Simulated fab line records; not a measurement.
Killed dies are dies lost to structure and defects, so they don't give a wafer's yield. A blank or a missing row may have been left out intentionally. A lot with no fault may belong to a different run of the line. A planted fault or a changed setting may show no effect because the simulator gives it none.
8D (eight disciplines) problem report, filled in by code :: flow berkeleyCmos170 :: the parts of the form that need people (team, actions taken, sign-off) are left out

== 1. THE PROBLEM ==
At UCB170_M1_CD_MEAS_09, cdNm averages 645.1 nm over 6 wafers from 2 lots, while fault-free wafers read 700.4 nm, standard deviation 1.2. That puts it -46 standard deviations away from the usual mean.
The step: target cd 700 nm.
Seen first at day 9 11:13 on cdSem-01, wafer L904.2. Wafers with a number at this step in the record: 42, from 14 lots. The rule behind "out" and "out of limits": a value lying over 4 standard deviations away from the usual mean. The rest of the wafers with a number are treated as sound.

== 2. WHAT IT IS, WHAT IT ISN'T ==
question: which readings at this step
is: cdNm
is not: -

question: which lots
is: L902, L904
is not: L893, L894, L895, L896, L897, L898, L899, L901, L905, L910, L913, L915

question: which wafers of those lots
is: all that have a number
is not: -

question: read on which gauges
is: cdSem-01
is not: cdSem-02

question: when
is: from day 9 11:13
is not: up to then (24 sound wafers); but 12 sound wafers of L905, L910, L913, L915 came after

== 3. SUSPECTS, AND WHAT RULES EACH OUT ==
Counting: a tool at any process step up to the reading remains a suspect when it ran all the lots that are out and ran no sound lot after the first of those.
- the gauge at UCB170_M1_CD_MEAS_09 is ruled out. All the wafers that are out were read on cdSem-01, but those of them that UCB170_M1_PEB_07 has rows for are out there too, on other tools.
- lithoTrack-02 at UCB170_M1_PEB_07: kept. It ran every lot that is out, first L904 (day 9 10:57), and no sound lot after that; its last sound lot up to then is L899 (day 9 00:25). Out on those wafers are its own readings of heaterPowerTotalW, plateTempC.
The count leaves lithoTrack-02 at UCB170_M1_PEB_07.

== 4. THE CAUSE (what the simulator had put in) ==
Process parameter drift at UCB170_M1_PEB_07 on lithoTrack-02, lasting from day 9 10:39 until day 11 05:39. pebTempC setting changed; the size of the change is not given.
Counting left only this tool.

== 5. THE CHAIN OF EFFECTS, in route order ==
Each row: a reading where the mean over the struck wafers with a number is more than 3 standard deviations away from the usual. Readings are gone through only where the record gives a usual standard deviation; hours: the median, over the lots, of the time from a lot's start at the first step in this table giving one to that lot's start at this step; sigmas: the change measured in usual standard deviations.
hours: 0
step: UCB170_M1_PEB_07
reading: heaterPowerTotalW
usual: 56.79 W
on struck wafers: 64.98
change: +8.19
sigmas: +99 or more

hours: 0
step: UCB170_M1_PEB_07
reading: plateTempC
usual: 130.00 C
on struck wafers: 144.12
change: +14.12
sigmas: +94

hours: 0
step: UCB170_M1_CD_MEAS_09
reading: cdNm
usual: 700.4 nm
on struck wafers: 645.1
change: -55.3
sigmas: -46

hours: 1
step: UCB170_M1_CD_MEAS_90
reading: cdNm
usual: 698.3 nm
on struck wafers: 642.4
change: -55.9
sigmas: -27
It contains these process steps:
- UCB170_M1_PEB_07

== 6. WHAT WOULD HAVE CAUGHT IT SOONER ==
In this record the first reading out of limits at a measuring or inspecting step was taken at day 9 11:13, 1 hour after the fault began at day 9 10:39.
The tool's own readings at UCB170_M1_PEB_07 were out on every struck wafer that the step has a row for (heaterPowerTotalW, plateTempC): an alarm limit on them would have fired on the first of those.
L902, from the lots that are out (2), started UCB170_M1_PEB_07 on lithoTrack-02 later than day 9 11:13. It would have been spared by a hold on the tool at that moment.
